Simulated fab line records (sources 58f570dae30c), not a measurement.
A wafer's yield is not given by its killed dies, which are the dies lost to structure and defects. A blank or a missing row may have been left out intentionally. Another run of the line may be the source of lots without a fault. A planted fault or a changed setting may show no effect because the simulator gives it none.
The same fault as seen by 2 desks | flow berkeley-cmos170 | each desk holds nothing but its own numbers, with what lay behind them at the end

DESK OF THE TOOL OWNER: pvd-sputter-04
The tool's own readings at UCB170_M1_SPUTTER_00 (material Al, target thk 600 nm, time 80 s): means of the sampled wafers that have a number, for each lot that ran on this tool. A lot is out of limits, marked OUT, if its mean lies more than 4 standard deviations from the usual mean; the brackets give that distance.
Columns: A = throttle-valve-pct at UCB170_M1_SPUTTER_00, usual 30.4 %
lot  | first seen here | A
L444 | day 8 17:53     | 30.1
L445 | day 8 20:18     | 29.8
L455 | day 10 13:10    | 29.9
L458 | day 10 21:11    | 29.7
Finding of this desk: none of the 4 lots has anything out of limits.

AT THE METROLOGY DESK
Means of the sampled wafers that have a number, per lot and without regard to the tool the lot ran on: this is what the gauges read. A lot is out of limits, marked OUT, if its mean lies more than 4 standard deviations from the usual mean; the brackets give that distance.
Columns: A = M1_AL_RS at UCB170_M1_RS_MEAS_01, usual 0.0486 ohm/sq; B = M1_AL_THK at UCB170_M1_THK_MEAS_02, usual 614 nm; C = cd-nm at UCB170_M1_CD_MEAS_09, usual 700.3 nm; D = V1_TEOS_THK at UCB170_V1_THK_MEAS_01, usual 2002 nm
lot  | first seen here | A                 | B   | C     | D
L443 | day 7 20:26     | 0.0481            | 617 | 700.5 | 1974
L444 | day 8 17:57     | 0.0481            | 625 | 701.9 | 1996
L447 | day 8 18:31     | 0.0492            | 604 | 702.8 | 1948
L446 | day 8 20:05     | 0.0481            | 622 | 699.4 | 2017
L445 | day 8 20:23     | 0.0481            | 619 | 700.5 | 1974
L449 | day 8 22:05     | 0.0488            | 607 | 701.2 | 1993
L448 | day 8 22:59     | 0.0478            | 621 | 697.6 | 2004
L455 | day 10 13:14    | 0.0455 (-4.2) OUT | 654 | 698.0 | 2013
L458 | day 10 21:16    | 0.0470            | 632 | 701.4 | 2017
L459 | day 11 11:41    | 0.0493            | 604 | 699.8 | 1997
L462 | day 11 13:46    | 0.0495            | 593 | 701.2 | 1998
L464 | day 12 02:44    | 0.0494            | 599 | 700.2 | 2006
L465 | day 12 02:53    | 0.0495            | 599 | 699.3 | 2012
This desk reports L455 out of limits; the earliest was L455 at day 10 13:14 (M1_AL_RS at UCB170_M1_RS_MEAS_01). L443, L444, L447, L446, L445, L449, L448, L458, L459, L462, L464, L465: within limits.

ALL TOGETHER
Metrology desk: alarm possible at day 10 13:14 on L455.
Nothing out of limits was seen by the tool owner's desk.
The tool owner's desk has L455 on record, within its limits.
Of the lots named, all ran UCB170_M1_SPUTTER_00 on pvd-sputter-04.

WHAT THE SIMULATOR HAD PUT IN
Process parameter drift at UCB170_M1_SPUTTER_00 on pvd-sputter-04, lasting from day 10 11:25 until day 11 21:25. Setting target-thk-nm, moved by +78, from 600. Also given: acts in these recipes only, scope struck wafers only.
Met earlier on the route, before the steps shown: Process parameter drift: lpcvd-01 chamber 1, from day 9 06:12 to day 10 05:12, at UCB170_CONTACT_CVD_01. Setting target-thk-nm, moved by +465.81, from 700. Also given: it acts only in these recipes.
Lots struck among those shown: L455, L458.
Per desk, hours elapsed from the start of the fault to the first reading out of limits: for the metrology desk, 2.
